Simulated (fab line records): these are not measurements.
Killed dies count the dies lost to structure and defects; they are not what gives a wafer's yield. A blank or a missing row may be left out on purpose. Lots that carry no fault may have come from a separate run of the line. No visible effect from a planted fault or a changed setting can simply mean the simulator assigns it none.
fab line records	flow berkeley-cmos170
record: lots: 13	wafers: 39	last-day: 11
route steps=331 shown BACKSIDE@202 CONTACT@232 V1@256 M3@327
lots untouched by any fault: they come from a run of this same line in which no faults occurred
start-h: start of the lot's first displayed wafer, in hours after the record's first day	wait-h: hours since the lot's step before	" as in the row above	L1.1+2: a single row standing in for several wafers	- no value, or no start was given	* or withheld: withheld	< > ~ a bound
route shown NAME@n: names a module that has steps shown in the file, with the first one's number in the route	usual: mean/standard deviation of fault-free wafers	same: alike in all rows	chamber/n: place in a boat	sites: readings site by site	_std_site: the standard deviation of these	_edge_site: mean of outer sites minus mean of inner sites	radius-mm: how far each site lies from the wafer's centre	mask NAME#n: copy n	behind: the last tool/chamber to shape the wafer	hold: the reason the lot was held/the length of the hold in hours/how it ended	device: transistor that didn't switch, given as n, p or np	end of line: the tests these same wafers got at the end of their route	a step without rows: its recipe alone	killed: the dies lost at the first sort to structure and to defects; this is not the yield of the wafer	map: per-die view of a wafer (x killed, . not killed, _ where there is no die)
set.NAME: the setting the step ran with; set.NAME@STEP: the setting that earlier step ran with	model.NAME: the simulator's own value behind a step, which no gauge read
route steps across a sampled set of lots; one table per step, one row per wafer
services: a tool's chamber out of use, with start hour (start-h, from the record's first day; less than 0 if before it), hours out, and reason
== steps ==
step: UCB170_BACKSIDE_STRIP_03
recipe: chemistry: O2	power-w: 400	pressure-mtorr: 3500	platen-temp-c: withheld	o2-flow-sccm: 400	overash-fraction: 0.5
usual: drypump-motor-current-A: 5.7/0.47	oes-product-au: 0.735/0.0048	strip-time-to-endpoint-s: 21.96/0.059
lot.wafer	tool	chamber	start-h	wait-h	drypump-motor-current-A	oes-product-au	rf-hours-counter-h	strip-time-to-endpoint-s
L178.1	plasma-asher-03	1	132.46	0.2	5.5	0.731	34	21.94
L178.4	"	0	"	"	6.2	0.731	-	21.98
L178.6	"	1	"	"	5.5	0.732	-	22.10
L179.1	plasma-asher-04	1	149.25	0.1	5.8	0.739	4	21.84
L179.2	"	0	"	"	6.2	0.737	4	21.92
L179.4	"	1	"	"	5.9	0.728	-	21.97
L180.1	plasma-asher-04	1	160.92	0.1	5.8	0.736	5	21.97
L180.3	"	0	"	"	6.2	0.744	-	21.91
L180.5	"	1	"	"	5.8	0.737	-	22.00
L181.1	plasma-asher-03	0	161.09	0.1	6.2	0.735	36	21.89
L181.5	"	1	"	"	5.5	0.728	-	21.90
L181.6	"	0	"	"	6.2	0.748	-	21.92
L182.1	plasma-asher-02	0	161.09	0.1	4.9	0.735	41	21.84
L182.3	"	1	"	"	5.2	0.733	-	21.88
L182.6	"	1	"	"	5.1	0.733	-	21.86
L184.2	plasma-asher-04	0	180.59	0.1	6.2	0.731	8	21.99
L184.3	"	1	"	"	5.8	0.725	-	21.93
L184.5	"	1	"	"	5.8	0.737	-	21.93
L183.1	plasma-asher-02	1	180.81	0.1	5.1	0.736	44	21.98
L183.3	"	1	"	"	5.1	0.739	-	21.96
L183.5	"	0	"	"	4.9	0.734	-	22.05
L192.2	plasma-asher-04	1	218.87	0.1	5.8	0.732	13	21.93
L192.4	"	0	"	"	6.2	0.730	-	21.88
L192.6	"	0	"	"	6.2	0.729	-	21.88
L196.1	plasma-asher-03	0	231.70	0.1	6.2	0.735	43	22.02
L196.3	"	0	"	"	6.2	0.740	-	22.02
L196.5	"	1	"	"	5.5	0.736	-	22.02
L195.3	plasma-asher-04	1	232.04	0.1	5.8	0.733	-	22.07
L195.4	"	0	"	"	6.2	0.737	-	21.99
L195.6	"	1	"	"	5.8	0.731	-	22.02
L193.1	plasma-asher-03	0	232.15	0.1	6.2	0.729	43	21.92
L193.3	"	0	"	"	6.2	0.740	-	21.91
L193.6	"	0	"	"	6.2	0.734	-	21.88
L200.3	plasma-asher-02	1	247.97	0.1	5.2	0.734	-	21.97
L200.4	"	0	"	"	4.9	0.737	-	21.98
L200.6	"	0	"	"	4.9	0.737	-	21.98
L199.1	plasma-asher-03	1	248.08	0.1	5.5	0.735	45	22.02
L199.3	"	0	"	"	6.2	0.736	-	22.07
L199.4	"	1	"	"	5.5	0.735	-	22.00
step: UCB170_CONTACT_OVL_MEAS_16
usual: CONTACT_OVL: 8/5.7
lot.wafer	tool	chamber	start-h	wait-h	CONTACT_OVL[nm]
L178.1	overlay-01	-	139.36	0.1	12
L178.4	"	-	"	"	9
L178.6	"	-	"	"	7
L179.1	overlay-02	-	155.83	0.1	15
L179.2	"	-	"	"	14
L179.4	"	-	"	"	13
L180.1	overlay-01	-	166.96	0.1	5
L180.3	"	-	"	"	12
L180.5	"	-	"	"	8
L181.1	overlay-02	-	168.81	0.1	13
L181.5	"	-	"	"	17
L181.6	"	-	"	"	19
L182.1	overlay-02	-	169.09	0.1	3
L182.3	"	-	"	"	10
L182.6	"	-	"	"	6
L184.2	overlay-02	-	186.26	0.1	1
L184.3	"	-	"	"	1
L184.5	"	-	"	"	12
L183.1	overlay-02	-	187.46	0.1	0
L183.3	"	-	"	"	0
L183.5	"	-	"	"	2
L192.2	overlay-01	-	224.00	0.1	0
L192.4	"	-	"	"	-1
L192.6	"	-	"	"	2
L196.1	overlay-02	-	238.88	0.1	4
L196.3	"	-	"	"	8
L196.5	"	-	"	"	3
L195.3	overlay-02	-	239.11	0.1	6
L195.4	"	-	"	"	7
L195.6	"	-	"	"	9
L193.1	overlay-02	-	239.22	0.1	7
L193.3	"	-	"	"	2
L193.6	"	-	"	"	5
L200.3	overlay-02	-	253.65	0.1	6
L200.4	"	-	"	"	3
L200.6	"	-	"	"	6
L199.1	overlay-01	-	254.40	0.1	2
L199.3	"	-	"	"	3
L199.4	"	-	"	"	6
step: UCB170_V1_CMP_02
recipe: material: SiO2	down-force-psi: 6	platen-rpm: 60	pad-velocity-m-s: 0.75398
usual: motor-current-A: 16.0/1.6
lot.wafer	tool	chamber	start-h	wait-h	motor-current-A
L178.1	cmp-01	2	149.25	0.5	15.6
L178.4	"	0	"	"	18.3
L178.6	"	2	"	"	14.6
L179.4	cmp-01	3	168.26	0.0	16.6
L179.2	"	1	"	"	13.5
L179.1	"	2	"	"	14.8
L180.3	cmp-02	1	172.74	0.0	15.8
L180.1	"	3	"	"	15.0
L180.5	"	2	"	"	18.3
L181.1	cmp-01	3	172.74	0.1	17.2
L181.5	"	3	"	"	16.6
L181.6	"	0	"	"	17.7
L182.1	cmp-01	3	176.82	0.1	16.6
L182.3	"	0	"	"	16.9
L182.6	"	3	"	"	16.7
L184.3	cmp-01	1	195.67	0.0	14.6
L184.2	"	2	"	"	15.0
L184.5	"	2	"	"	14.4
L183.1	cmp-02	1	195.72	0.1	14.6
L183.3	"	3	"	"	14.8
L183.5	"	1	"	"	16.2
L192.4	cmp-02	3	230.89	0.0	15.7
L192.2	"	1	"	"	16.2
L192.6	"	3	"	"	15.2
L195.3	cmp-02	0	246.46	0.3	14.0
L195.4	"	1	"	"	15.7
L195.6	"	0	"	"	14.3
L196.3	cmp-02	3	246.81	0.7	15.1
L196.1	"	1	"	"	15.4
L196.5	"	3	"	"	14.4
L193.1	cmp-02	0	247.11	0.8	14.5
L193.3	"	1	"	"	16.7
L193.6	"	0	"	"	13.7
L200.4	cmp-01	1	261.55	0.1	14.9
L200.3	"	2	"	"	14.9
L200.6	"	0	"	"	18.0
L199.4	cmp-01	3	261.80	0.3	16.9
L199.1	"	0	"	"	18.2
L199.3	"	1	"	"	15.0
step: UCB170_M3_METAL_ETCH_18
recipe: chemistry: Cl2/BCl3	target: Al	stop-on: SiO2	pressure-mtorr: 12	target-depth-a: 11700	over-etch-frac: 0.3	time-s: 195	icp-w: 600	bias-w: 120	Cl2_flow_sccm: 90	bcl3-flow-sccm: 45
usual: drypump-motor-current-A: 5.8/0.47	he-backside-leak-sccm: 3.3/0.31	oes-product-au: 0.854/0.013	rf-fwd-power-W: 598.4/2	throttle-valve-pct: 24.41/0.23
lot.wafer	tool	chamber	start-h	wait-h	drypump-motor-current-A	he-backside-leak-sccm	oes-product-au	rf-fwd-power-W	rf-hours-counter-h	throttle-valve-pct
L178.1	rie-metal-01	1	161.84	-	5.4	3.5	0.869	597.8	10	24.38
L178.4	"	0	"	"	6.2	3.4	0.858	595.4	-	24.25
L178.6	"	1	"	"	5.4	3.5	0.862	596.5	-	24.38
L179.1	rie-metal-02	1	179.29	-	6.0	3.2	0.871	597.3	12	24.53
L179.2	"	0	"	"	6.3	3.3	0.833	595.7	2	24.80
L179.4	"	1	"	"	6.0	3.3	0.859	597.3	-	24.51
L181.1	rie-metal-04	1	182.79	-	5.4	2.9	0.854	595.8	10	24.59
L181.5	"	0	"	"	5.1	3.2	0.858	597.6	-	24.05
L181.6	"	1	"	"	5.4	2.9	0.857	596.9	-	24.60
L180.1	rie-metal-02	1	184.79	-	6.0	3.2	0.860	599.3	13	24.52
L180.3	"	1	"	"	6.0	3.2	0.863	597.8	-	24.52
L180.5	"	0	"	"	6.3	3.1	0.846	592.2	-	24.80
L182.1	rie-metal-02	0	190.08	-	6.3	3.4	0.839	597.2	3	24.81
L182.3	"	1	"	"	6.0	3.0	0.861	596.5	-	24.52
L182.6	"	0	"	"	6.3	3.4	0.842	596.0	-	24.80
L184.2	rie-metal-01	0	207.84	-	6.2	3.6	0.835	599.7	7	24.27
L184.3	"	1	"	"	5.4	3.5	0.851	600.1	-	24.38
L184.5	"	1	"	"	5.4	3.5	0.847	597.7	-	24.38
L183.1	rie-metal-02	1	208.94	-	5.9	3.1	0.850	606.0	13	24.52
L183.3	"	0	"	"	6.3	3.2	0.836	596.2	-	24.81
L183.5	"	1	"	"	6.0	3.1	0.858	603.3	-	24.50
L192.2	rie-metal-01	1	244.84	-	5.4	3.2	0.707	596.3	12	24.45
L192.4	"	1	"	"	5.4	3.3	0.721	598.9	-	24.43
L192.6	"	0	"	"	6.3	3.4	0.860	594.6	-	24.26
L195.3	rie-metal-02	1	259.02	-	6.0	3.2	0.872	597.8	-	24.52
L195.4	"	0	"	"	6.3	3.2	0.845	597.7	-	24.80
L195.6	"	1	"	"	6.0	3.1	0.865	595.3	-	24.51
L196.1	rie-metal-04	0	259.96	-	5.1	3.0	0.882	597.8	0	24.06
L196.3	"	1	"	"	5.4	2.9	0.859	599.3	-	24.58
L196.5	"	1	"	"	5.4	3.0	0.845	599.6	-	24.59
L193.1	rie-metal-01	1	260.78	-	5.4	3.3	0.718	599.1	12	24.45
L193.3	"	0	"	"	6.2	3.5	0.862	599.6	-	24.26
L193.6	"	0	"	"	6.2	3.6	0.864	597.9	-	24.26
L200.3	rie-metal-02	0	273.14	-	6.3	3.3	0.823	602.3	-	24.79
L200.4	"	0	"	"	6.3	3.1	0.832	600.8	-	24.79
L200.6	"	0	"	"	6.3	3.2	0.842	600.5	-	24.80
L199.1	rie-metal-04	1	273.15	-	5.4	3.4	0.850	597.2	12	24.58
L199.3	"	0	"	"	5.1	3.2	0.889	597.9	-	24.06
L199.4	"	1	"	"	5.4	3.4	0.856	598.7	-	24.57
step: UCB170_M3_STRIP_19
recipe: chemistry: O2	power-w: 400	pressure-mtorr: 3500	platen-temp-c: withheld	o2-flow-sccm: 400	overash-fraction: 0.5
usual: drypump-motor-current-A: 5.8/0.31	oes-product-au: 0.541/0.018
lot.wafer	tool	chamber	start-h	wait-h	drypump-motor-current-A	oes-product-au	rf-hours-counter-h
L178.1	plasma-asher-03	0	162.03	0.1	6.2	0.567	37
L178.4	"	1	"	"	5.5	0.529	-
L178.6	"	0	"	"	6.2	0.566	-
L179.1	plasma-asher-04	0	179.50	0.1	6.2	0.553	8
L179.2	"	1	"	"	5.8	0.517	8
L179.4	"	0	"	"	6.2	0.553	-
L181.1	plasma-asher-04	1	182.98	0.1	5.8	0.558	8
L181.5	"	1	"	"	5.8	0.541	-
L181.6	"	0	"	"	6.2	0.556	-
L180.1	plasma-asher-04	0	184.98	0.1	6.2	0.561	9
L180.3	"	0	"	"	6.3	0.545	-
L180.5	"	0	"	"	6.2	0.531	-
L182.1	plasma-asher-03	1	190.27	0.1	5.5	0.523	39
L182.3	"	0	"	"	6.2	0.556	-
L182.6	"	1	"	"	5.5	0.522	-
L184.2	plasma-asher-04	0	208.03	0.1	6.2	0.527	12
L184.3	"	0	"	"	6.2	0.565	-
L184.5	"	1	"	"	5.8	0.570	-
L183.1	plasma-asher-04	0	209.13	0.1	6.2	0.554	12
L183.3	"	1	"	"	5.8	0.512	-
L183.5	"	0	"	"	6.2	0.536	-
L192.2	plasma-asher-01	1	245.03	0.1	5.8	0.725	52
L192.4	"	1	"	"	5.8	0.730	-
L192.6	"	0	"	"	5.4	0.530	-
L195.3	plasma-asher-04	1	259.18	0.1	5.8	0.552	-
L195.4	"	0	"	"	6.2	0.524	-
L195.6	"	1	"	"	5.8	0.550	-
L196.1	plasma-asher-03	0	260.14	0.1	6.2	0.550	47
L196.3	"	1	"	"	5.5	0.544	-
L196.5	"	1	"	"	5.5	0.551	-
L193.1	plasma-asher-01	1	260.97	0.1	5.8	0.725	54
L193.3	"	0	"	"	5.4	0.517	-
L193.6	"	1	"	"	5.8	0.514	-
L199.1	plasma-asher-04	1	273.34	0.1	5.8	0.524	20
L199.3	"	1	"	"	5.8	0.542	-
L199.4	"	0	"	"	6.2	0.511	-
L200.3	plasma-asher-01	1	273.43	0.2	5.8	0.527	-
L200.4	"	0	"	"	5.4	0.528	-
L200.6	"	0	"	"	5.4	0.527	-
step: UCB170_M3_CD_MEAS_90
recipe: target-cd-nm: 700
usual: cd-nm: 701/4.2
lot.wafer	tool	chamber	start-h	wait-h	cd-nm
L178.1	cd-sem-01	-	162.13	0.1	701
L178.4	"	-	"	"	698
L178.6	"	-	"	"	701
L179.1	cd-sem-01	-	179.60	0.1	698
L179.2	"	-	"	"	697
L179.4	"	-	"	"	697
L181.1	cd-sem-02	-	183.08	0.1	707
L181.5	"	-	"	"	706
L181.6	"	-	"	"	706
L180.1	cd-sem-01	-	185.09	0.1	700
L180.3	"	-	"	"	702
L180.5	"	-	"	"	695
L182.1	cd-sem-02	-	190.37	0.1	696
L182.3	"	-	"	"	702
L182.6	"	-	"	"	693
L184.2	cd-sem-01	-	208.15	0.1	700
L184.3	"	-	"	"	700
L184.5	"	-	"	"	701
L183.1	cd-sem-02	-	209.23	0.1	702
L183.3	"	-	"	"	699
L183.5	"	-	"	"	704
L192.2	cd-sem-02	-	245.15	0.1	728
L192.4	"	-	"	"	729
L192.6	"	-	"	"	703
L195.3	cd-sem-02	-	259.28	0.1	702
L195.4	"	-	"	"	693
L195.6	"	-	"	"	696
L196.1	cd-sem-02	-	260.24	0.1	706
L196.3	"	-	"	"	709
L196.5	"	-	"	"	704
L193.1	cd-sem-02	-	261.07	0.1	722
L193.3	"	-	"	"	699
L193.6	"	-	"	"	700
L199.1	cd-sem-02	-	273.44	0.1	707
L199.3	"	-	"	"	709
L199.4	"	-	"	"	707
L200.3	cd-sem-01	-	273.53	0.1	698
L200.4	"	-	"	"	695
L200.6	"	-	"	"	696
== services ==
tool	chamber	start-h	hours	kind
plasma-asher-04	-	108.84	9.0	pm
plasma-asher-04	0	108.84	9.0	vent-cycle
rie-metal-04	1	113.91	16.0	repair
cmp-02	-	114.34	7.3	repair
rie-metal-01	-	123.09	0.1	repair
plasma-asher-03	-	125.59	0.5	repair
cmp-02	-	136.43	1.5	repair
plasma-asher-02	-	143.36	2.8	pm
cmp-01	-	147.12	0.8	repair
cmp-02	-	148.51	6.2	pm
plasma-asher-02	-	174.93	0.5	repair
rie-metal-04	1	187.95	49.4	repair
rie-metal-01	-	190.03	14.6	pm
rie-metal-04	-	190.04	2.8	pm
rie-metal-02	0	218.96	17.5	repair
cmp-01	-	220.32	0.5	repair
rie-metal-02	-	220.84	0.8	repair
plasma-asher-01	-	240.03	2.6	repair
cmp-01	-	241.94	1.2	repair
cmp-01	-	243.41	4.0	pm
rie-metal-04	-	245.09	1.3	repair
cmp-01	-	256.09	3.3	repair
rie-metal-01	1	270.28	4.1	repair
cmp-01	-	272.61	5.7	pm
== key ==
first-sign: step: UCB170_M3_METAL_ETCH_18	reading: oes-product-au	direction: down	sigmas: 11	usual: 0.854	struck: 0.716
effect: step: UCB170_M3_STRIP_19	reading: oes-product-au	direction: up	sigmas: 10	usual: 0.541	struck: 0.727
effect: step: UCB170_M3_CD_MEAS_90	reading: cd-nm	direction: up	sigmas: 6	usual: 701	struck: 726
met-at UCB170_M3_METAL_ETCH_18
struck-lots L192,L193
struck-wafers L192.2,L192.4,L193.1
later-rows-left-out L192.2,L192.4,L193.1
sort-left-out L192.2,L192.4,L193.1
not-acting-at UCB170_BACKSIDE_STRIP_03,UCB170_CONTACT_OVL_MEAS_16,UCB170_V1_CMP_02
onset-between 207.84 244.84
fault: kind: process-parameter-drift	tool: rie-metal-01	chamber: 1	onset-h: 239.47	steps: UCB170_M3_METAL_ETCH_18	channel: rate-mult	offset: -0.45	shape: step	end-h: 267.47
sort-left-out: the simulated sort isn't trusted on such a fault, so these wafers' sort isn't shown, and their yield isn't known
later-rows-left-out: the simulator's readings of these wafers behind a module that went badly wrong aren't trusted and aren't shown, but for the sort
